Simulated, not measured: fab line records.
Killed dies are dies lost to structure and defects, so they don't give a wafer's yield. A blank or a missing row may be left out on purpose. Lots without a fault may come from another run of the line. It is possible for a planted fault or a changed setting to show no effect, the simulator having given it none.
The tool behind it: which one? + flow berkeleyCmos170 + 14 lots, 42 wafers sampled, at 2 steps of a route of 331

== WHAT EACH GAUGE READ, for each wafer ==
UCB170_M1_CD_MEAS_09: target cd 700 nm.
| lot  | measured     | on       | cdNm (nm)         |
|------|--------------|----------|-------------------|
| L456 | day 7 12:01  | cdSem-01 | 702.7 702.7 701.7 |
| L458 | day 7 21:17  | cdSem-02 | 697.7 697.6 698.8 |
| L461 | day 8 06:55  | cdSem-02 | 698.1 699.5 698.9 |
| L462 | day 8 20:59  | cdSem-02 | 695.9 696.0 695.5 |
| L463 | day 8 21:15  | cdSem-02 | 701.3 701.1 701.9 |
| L464 | day 9 04:04  | cdSem-01 | 699.4 698.3 699.2 |
| L466 | day 9 04:19  | cdSem-01 | 701.2 701.9 702.1 |
| L467 | day 10 00:40 | cdSem-01 | 700.7 699.6 700.8 |
| L470 | day 10 09:59 | cdSem-02 | 701.3 699.3 701.1 |
| L471 | day 10 10:50 | cdSem-01 | 699.8 701.5 700.6 |
| L474 | day 10 18:28 | cdSem-01 | 697.9 699.3 696.9 |
| L475 | day 11 11:42 | cdSem-02 | 707.7 707.4 706.0 |
| L477 | day 11 16:53 | cdSem-02 | 700.0 700.9 700.8 |
| L478 | day 11 18:32 | cdSem-01 | 707.9 708.0 707.3 |

== WHICH TOOL RAN EACH LOT (tool, then ch and the chambers of the sampled wafers, then the start) ==
| lot  | UCB170_M1_PEB_07                 |
|------|----------------------------------|
| L456 | lithoTrack-01 ch 0, day 7 11:46  |
| L458 | lithoTrack-02 ch 0, day 7 20:56  |
| L461 | lithoTrack-01 ch 0, day 8 06:39  |
| L462 | lithoTrack-01 ch 0, day 8 20:43  |
| L463 | lithoTrack-01 ch 0, day 8 20:59  |
| L464 | lithoTrack-03 ch 0, day 9 03:48  |
| L466 | lithoTrack-03 ch 0, day 9 04:03  |
| L467 | lithoTrack-02 ch 0, day 10 00:23 |
| L470 | lithoTrack-03 ch 0, day 10 09:43 |
| L471 | lithoTrack-03 ch 0, day 10 10:34 |
| L474 | lithoTrack-03 ch 0, day 10 18:13 |
| L475 | lithoTrack-03 ch 0, day 11 11:26 |
| L477 | lithoTrack-01 ch 0, day 11 16:32 |
| L478 | lithoTrack-03 ch 0, day 11 18:16 |
- UCB170_M1_PEB_07

== AS READ BY THE TOOLS THEMSELVES (means over the sampled wafers that have a number; for cases with no such wafer, the mark the record gives instead) ==
UCB170_M1_PEB_07.
| lot  | tool          | exhaustPa (Pa) | heaterPowerTotalW (W) |
|------|---------------|----------------|-----------------------|
| L456 | lithoTrack-01 | 45.3           | 56.79                 |
| L458 | lithoTrack-02 | 45.4           | 56.77                 |
| L461 | lithoTrack-01 | 45.1           | 56.85                 |
| L462 | lithoTrack-01 | 45.2           | 56.82                 |
| L463 | lithoTrack-01 | 45.7           | 56.82                 |
| L464 | lithoTrack-03 | 44.9           | 56.77                 |
| L466 | lithoTrack-03 | 45.4           | 56.83                 |
| L467 | lithoTrack-02 | 45.7           | 56.79                 |
| L470 | lithoTrack-03 | 43.8           | 56.82                 |
| L471 | lithoTrack-03 | 45.6           | 56.82                 |
| L474 | lithoTrack-03 | 44.7           | 56.80                 |
| L475 | lithoTrack-03 | 44.7           | 58.52                 |
| L477 | lithoTrack-01 | 45.4           | 56.80                 |
| L478 | lithoTrack-03 | 45.5           | 58.49                 |

== THE ANSWER, worked out from the rows above alone ==
Rule: what is usual is taken from the lots themselves. The widest of any qualifying gaps counts: lots, ordered by their means at a reading, are off when they make up no more than a third of the lots, leave a main group of 4 or more, and stand apart from it by 3 or more times the standard deviation of that group's means. Not used: any main group whose means are identical at the precision the tables above print for the reading. A lot without any number at a reading at which 4 lots or more have one is off too. All remaining lots with rows at the step are treated as sound. The gauges are gone through in route order, then the tools' own readings, and for those a lot's mean is taken as printed above. The first step at which some lot is off is used, and at that step the reading that is off furthest; a lot without a number counts as furthest.
Off: L475, L478 (UCB170_M1_PEB_07, heaterPowerTotalW). Main group: mean 56.81 W, sd 0.023.
If a tool, at that step or one of the process steps before it, ran each lot that is off and ran no sound lot following the first of them, it fits. One fits: lithoTrack-03 at UCB170_M1_PEB_07. A fault onset in the window from L474 (day 10 18:13, its last sound lot) to L475 (day 11 11:26, its first lot off) fits.
On the lots that are off, the tool's own readings at UCB170_M1_PEB_07 differ by more than 5 times the standard deviation of the sound lots' means, which bears it out; heaterPowerTotalW reads 58.51 W there versus 56.81 W on the sound lots.

== WHAT WAS PUT IN BY THE SIMULATOR ==
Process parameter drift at UCB170_M1_PEB_07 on lithoTrack-03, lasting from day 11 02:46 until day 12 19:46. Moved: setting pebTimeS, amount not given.
Lots struck among those shown: L475, L478. The same result came from the rule above.
